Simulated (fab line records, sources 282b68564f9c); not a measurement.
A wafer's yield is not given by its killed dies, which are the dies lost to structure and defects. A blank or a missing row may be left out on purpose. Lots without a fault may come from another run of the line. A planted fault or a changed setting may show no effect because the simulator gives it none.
A struck lot beside a sound one || flow ritCmos || 15 out of 202 route steps
Sound: these wafers, L496.2, L496.3, L496.4. The struck wafers were L501.1, L501.2, L501.3. The cause is named last.
For every step that has rows: the tool of each side, followed by ch and its chambers, followed by its first start. Under that, the readings that differ: sound wafers || struck wafers || difference of the means || sigmas: that difference in standard deviations of wafers without a fault.
alike: readings with means less than 2 such deviations apart, plus words and numbers identical on both sides. not compared: withheld readings, readings lacking a value on some wafer, bounds such as >300 that could conceal the same value, and numbers that have no deviation in the record and whose values overlap.
Wherever a step has rows on one side only, a row that says differs or no value, or a row with sigmas, the two part there. Numbers that have no deviation but don't overlap get no sigmas and don't part them. A reading missing from all wafers of one side parts the sides only when that side holds two or more wafers.

first, 6 steps without rows for these wafers: RIT_PRETRO_HMDS_00 (prime time 60 s); RIT_PRETRO_COAT_01 (resist thk 1300 nm); RIT_PRETRO_SOFTBAKE_02 (time 60 s); RIT_PRETRO_EXPOSE_03 (exposes mask M5, target cd 43700 nm); RIT_PRETRO_PEB_04; RIT_PRETRO_DEVELOP_05 (develop time 68 s).
RIT_PRETRO_OVL_MEAS_06:
  sound: overlay-02 at day 2 22:33; struck: overlay-01 at day 3 20:32
  alike: PRETRO_OVL
then, 2 steps without rows for these wafers: RIT_PRETRO_HARDBAKE_07 (time 120 s); RIT_PRETRO_IMPLANT_08.
RIT_PRETRO_STRIP_09: strips in O2, time 180 s.
  sound on plasmaAsher-01 ch 0,1, day 2 22:59; struck on plasmaAsher-03 ch 0,1, day 3 21:00
  alike: drypumpMotorCurrentA
  not compared: rfHoursCounterH
RIT_PRETRO_TW_MEAS_10:
  sound: filmMetro-04 at day 2 23:10; struck: filmMetro-03 at day 3 21:11
  alike: PRETRO_TW
then, 1 step without rows for these wafers: RIT_GATE_WET_ETCH_00 (etches SiO2 in BOE, target depth 56 nm, time 60 s).
RIT_GATE_CLEAN_01: cleans in SC1, time 600 s.
  sound on wetBench-03 ch 2, day 2 23:16; struck on wetBench-03 ch 3, day 3 21:16
{"reading": "runLengthS (s)", "sound": "632 632 632", "struck": "474 474 474", "difference": -158, "sigmas": -48}
then, 1 step without rows for these wafers: RIT_GATE_CLEAN_02 (cleans in dHF, time 30 s).
RIT_M1_PROBE_99:
  sound: prober-01 at day 4 06:28; struck: prober-02 at day 5 02:54
{"reading": "killed_at_M0_to_M3", "sound": "0 1 0", "struck": "0 0 0", "difference": "+0", "sigmas": -3}
{"reading": "killedAtFrontEnd", "sound": "7 8 6", "struck": "15 16 7", "difference": "+6", "sigmas": "+2"}
  alike: killedAtContacts, killedDies, killedOpen, killedShort

## WHERE THEY PART
Earliest at RIT_GATE_CLEAN_01; latest, in this record, at RIT_M1_PROBE_99.

WHY: what the simulator had put in
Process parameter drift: wetBench-03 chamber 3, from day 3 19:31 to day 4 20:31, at RIT_GATE_CLEAN_01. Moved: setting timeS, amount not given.
